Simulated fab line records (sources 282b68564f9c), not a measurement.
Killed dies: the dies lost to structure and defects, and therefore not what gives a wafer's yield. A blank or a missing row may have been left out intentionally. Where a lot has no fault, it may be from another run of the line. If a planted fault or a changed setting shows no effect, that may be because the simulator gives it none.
Code-filled problem report in 8D (eight disciplines) form | flow ritCmos | the parts of the form that need people (team, actions taken, sign-off) are left out

## 1. THE ISSUE
GATE_POLY_THK at RIT_GATE_THK_MEAS_09 reads a mean of 266.9 nm on 3 wafers of 1 lot; wafers without a fault read 249.5 nm with a standard deviation of 1.9. Measured from the usual mean, that is +9.2 standard deviations.
Seen first at day 6 21:40 on filmMetro-03, wafer L312.1. Wafers with a number at this step in the record: 39, from 13 lots. The rule behind "out" and "out of limits": a value lying over 4 standard deviations away from the usual mean. The rest of the wafers with a number are treated as sound.

## 2. WHAT IT IS, WHAT IT ISN'T
question                    | is                     | is not
which readings at this step | GATE_POLY_THK          | -
which lots                  | L312                   | L291, L292, L295, L296, L297, L298, L299, L301, L303, L304, L308, L313
which wafers of those lots  | all that have a number | -
read on which gauges        | filmMetro-03           | filmMetro-02, filmMetro-04
when                        | from day 6 21:40       | up to then (33 sound wafers); but 3 sound wafers of L313 came after

## 3. SUSPECTS, AND WHAT RULES EACH OUT
Counting: a tool at any process step up to the reading remains a suspect when it ran all the lots that are out and ran no sound lot after the first of those.
- the gauge at RIT_GATE_THK_MEAS_09: kept. All the wafers that are out were read on filmMetro-03, and no step on other tools shows them out.
- plasmaAsher-04 at RIT_ACTIVE_STRIP_14 (strips in O2, time 180 s): kept. It ran the lot that is out, L312 (day 5 23:50), and no sound lot after that; its last sound lot up to then is L308 (day 5 04:08).
- lpcvd-02 at RIT_GATE_CVD_08 (deposits poly-Si from SiH4, target thk 250 nm, time 2220 s): kept. It ran the lot that is out, L312 (day 6 19:14), and no sound lot after that; its last sound lot up to then is L301 (day 4 15:04).
After the count, these remain: plasmaAsher-04 at RIT_ACTIVE_STRIP_14, lpcvd-02 at RIT_GATE_CVD_08 and filmMetro-03 at RIT_GATE_THK_MEAS_09.

## 4. THE CAUSE (what the simulator had put in)
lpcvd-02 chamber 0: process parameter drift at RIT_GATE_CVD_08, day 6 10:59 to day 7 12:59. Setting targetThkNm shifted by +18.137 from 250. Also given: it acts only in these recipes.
This tool is one of the 3 suspects left after counting.

## 5. THE EFFECT CHAIN, in route order
Each row: a reading where the mean over the struck wafers with a number is more than 3 standard deviations away from the usual. Only readings for which the record gives a usual standard deviation are gone through. hours: the time from each lot's start at the first step in this table that gives one to its start at this step, as a median over the lots. sigmas: the change in usual standard deviations.
hours | step                 | reading       | usual    | on struck wafers | change | sigmas
0     | RIT_GATE_THK_MEAS_09 | GATE_POLY_THK | 249.5 nm | 266.9            | +17.4  | +9.2
Later steps that measure or inspect, where all struck wafers having a row at the step show a number for every such reading and not one has moved that far: RIT_PLDD_OVL_MEAS_06.

## 6. WHAT WOULD HAVE CAUGHT IT SOONER
Counted from the fault's start at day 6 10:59, it took 11 hours until the first out-of-limits reading at a measuring or inspecting step in this record, taken at day 6 21:40.
The start of RIT_GATE_CVD_08 on lpcvd-02 came by day 6 21:40 for every one of the lots that are out (1). Tool hold at that time: it would have spared none of them.
